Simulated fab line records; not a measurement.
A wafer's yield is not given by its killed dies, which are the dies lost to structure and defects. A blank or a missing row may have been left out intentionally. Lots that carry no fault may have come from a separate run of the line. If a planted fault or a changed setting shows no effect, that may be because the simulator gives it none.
Struck lot and sound lot, side by side ; flow berkeley cmos170 ; 14 out of 331 route steps
Sound: the wafers L256.1, L256.3, L256.5. Struck: wafers L269.2, L269.3, L269.6. The cause is named last.
Per side, at each step with rows, come the tool, then ch with its chambers, and then its first start. Under that, the readings that differ: sound wafers ; struck wafers ; difference of the means ; sigmas: that difference in standard deviations of wafers without a fault.
alike: readings with means less than 2 such deviations apart, plus words and numbers identical on both sides. not compared: withheld readings, readings lacking a value on some wafer, bounds such as >300 that could conceal the same value, and numbers that have no deviation in the record and whose values overlap.
The two part at a step that has a row with sigmas, a row that says differs or no value, or rows on one side only. Non-overlapping numbers with no deviation appear without sigmas and do not part them. A reading that every wafer of one side lacks parts them only if that side has two wafers or more.

first, 3 steps without rows for these wafers: UCB170_ACTIVE_EXPOSE_10 (exposes mask ACTIVE, target cd 1200 nm); UCB170_ACTIVE_PEB_11; UCB170_ACTIVE_DEVELOP_12 (develop time 45 s).
UCB170_ACTIVE_CD_MEAS_13 targets a cd of 1200 nm.
  sound on cd sem-02 at day 5 22:00; struck on cd sem-02 at day 8 03:50
reading;sound;struck;difference;sigmas
cd nm (nm);1202.9 1204.4 1205.0;1199.7 1201.2 1200.6;-3.6;-2
UCB170_ACTIVE_OVL_MEAS_14:
  sound on overlay-01 at day 5 22:07; struck on overlay-01 at day 8 03:57
  alike: ACTIVE_OVL
UCB170_ACTIVE_ETCH_15: etches Si3N4 in CH3F/Ar/O2, stops on SiO2, target depth 242 nm, time 151 s.
  sound on rie diel-04 ch 1,2, day 5 22:10; struck on rie diel-04 ch 0,2,3, day 8 03:59
  alike: drypump motor current A, oes product au, throttle valve pct
  not compared: rf hours counter h
UCB170_ACTIVE_STRIP_16: strips in O2.
  sound on plasma asher-02 ch 0, day 5 22:16; struck on plasma asher-03 ch 0,1, day 8 04:05
  alike: drypump motor current A, oes product au, strip time to endpoint s
  not compared: rf hours counter h
UCB170_ACTIVE_CD_MEAS_90 targets a cd of 1200 nm.
  sound on cd sem-01 at day 5 22:29; struck on cd sem-01 at day 8 04:12
  alike: cd nm
then, 4 steps without rows for these wafers: UCB170_ACTIVE_CLEAN_17 (cleans in SPM, time 600 s); UCB170_PFIELD_HMDS_00 (prime time 60 s); UCB170_PFIELD_COAT_01 (resist thk 900 nm); UCB170_PFIELD_SOFTBAKE_02 (time 60 s).
UCB170_PFIELD_EXPOSE_03: exposes mask PFIELD, target cd 1500 nm.
  struck on krf scanner-02, day 8 05:09; sound on krf scanner-01 ch 0, day 6 01:00
  no value came back on the struck wafers for exposure dose mJ cm2, focus offset nm (nm), reticle temp C (C); on the sound wafers exposure dose mJ cm2 reads 29.95 29.98 30.02
  alike: mask
then, 1 step without rows for these wafers: UCB170_PFIELD_PEB_04.

WHERE THEY PART
Earliest at UCB170_ACTIVE_CD_MEAS_13; latest, in this record, at UCB170_PFIELD_EXPOSE_03.

WHY: whatever the simulator had introduced
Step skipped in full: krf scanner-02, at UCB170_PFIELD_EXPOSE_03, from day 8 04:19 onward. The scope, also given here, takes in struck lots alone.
